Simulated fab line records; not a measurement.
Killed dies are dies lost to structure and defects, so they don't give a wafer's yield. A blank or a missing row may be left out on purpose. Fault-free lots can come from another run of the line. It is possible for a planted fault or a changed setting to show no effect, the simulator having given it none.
Struck lot and sound lot, side by side	flow rit-cmos	15 steps out of a route of 202
Sound: the wafers L628.2, L628.3, L628.5. Wafers struck: L637.4, L637.5, L637.6. The cause is given at the end.
Order at every step that has rows: each side's tool, ch and its chambers, its first start. Under that, the readings that differ: sound wafers	struck wafers	difference of the means	sigmas: that difference in standard deviations of wafers without a fault.
alike: words and numbers the same on both sides, and readings whose means are apart by under 2 such deviations; not compared: readings that were withheld, readings missing a value for some wafer, numbers with overlapping values and no deviation given by the record, and bounds like >300 which may hide the same value.
Wherever a step has rows on one side only, a row that says differs or no value, or a row with sigmas, the two part there. When numbers do not overlap yet have no deviation, they are printed without sigmas and do not part them. A reading that every wafer of one side lacks parts them only if that side has two wafers or more.

first, 5 steps without rows for these wafers: RIT_NRETRO_COAT_01 (resist thk 1300 nm); RIT_NRETRO_SOFTBAKE_02 (time 60 s); RIT_NRETRO_EXPOSE_03 (exposes mask M4, target cd 43900 nm); RIT_NRETRO_PEB_04; RIT_NRETRO_DEVELOP_05 (develop time 68 s).
RIT_NRETRO_OVL_MEAS_06:
  struck on overlay-02, day 4 19:42; sound on overlay-01, day 3 01:22
  alike: NRETRO_OVL
then, 2 steps without rows for these wafers: RIT_NRETRO_HARDBAKE_07 (time 120 s); RIT_NRETRO_IMPLANT_08.
RIT_NRETRO_STRIP_09: strips in O2, time 180 s.
  sound on plasma-asher-04 ch 1, day 3 01:48; struck on plasma-asher-04 ch 0,1, day 4 20:11
  alike: chamber-pressure-mTorr, drypump-motor-current-A
  not compared: rf-hours-counter-h
RIT_NRETRO_TW_MEAS_10:
  struck on film-metro-04, day 4 20:19; sound on film-metro-04, day 3 01:59
  alike: NRETRO_TW
then, 2 steps without rows for these wafers: RIT_PRETRO_HMDS_00 (prime time 60 s); RIT_PRETRO_COAT_01 (resist thk 1300 nm).
RIT_PRETRO_SOFTBAKE_02: time 60 s.
  sound on litho-track-03 ch 0, day 3 02:31; struck on litho-track-03 ch 0, day 4 20:44
reading	sound	struck	difference	sigmas
heater-power-total-W (W)	34.59 34.52 34.50	35.89 35.76 35.77	+1.27	+26
run-length-s (s)	88.89 88.93 88.90	82.54 82.71 82.78	-6.23	-45
then, 1 step without rows for these wafers: RIT_PRETRO_EXPOSE_03 (exposes mask M5, target cd 43700 nm).
RIT_M1_PROBE_99:
  struck on prober-01, day 6 04:22; sound on prober-01, day 4 05:03
  alike: killed-at-contacts, killed-at-front-end, killed-dies, killed-on-rim, killed-open, killed-short

WHERE THEY PART
Only at RIT_PRETRO_SOFTBAKE_02, within this record. Later steps at which nothing parts them and some readings are alike: RIT_M1_PROBE_99.

WHY: whatever the simulator had introduced
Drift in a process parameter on litho-track-03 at RIT_PRETRO_SOFTBAKE_02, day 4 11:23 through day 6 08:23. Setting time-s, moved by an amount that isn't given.
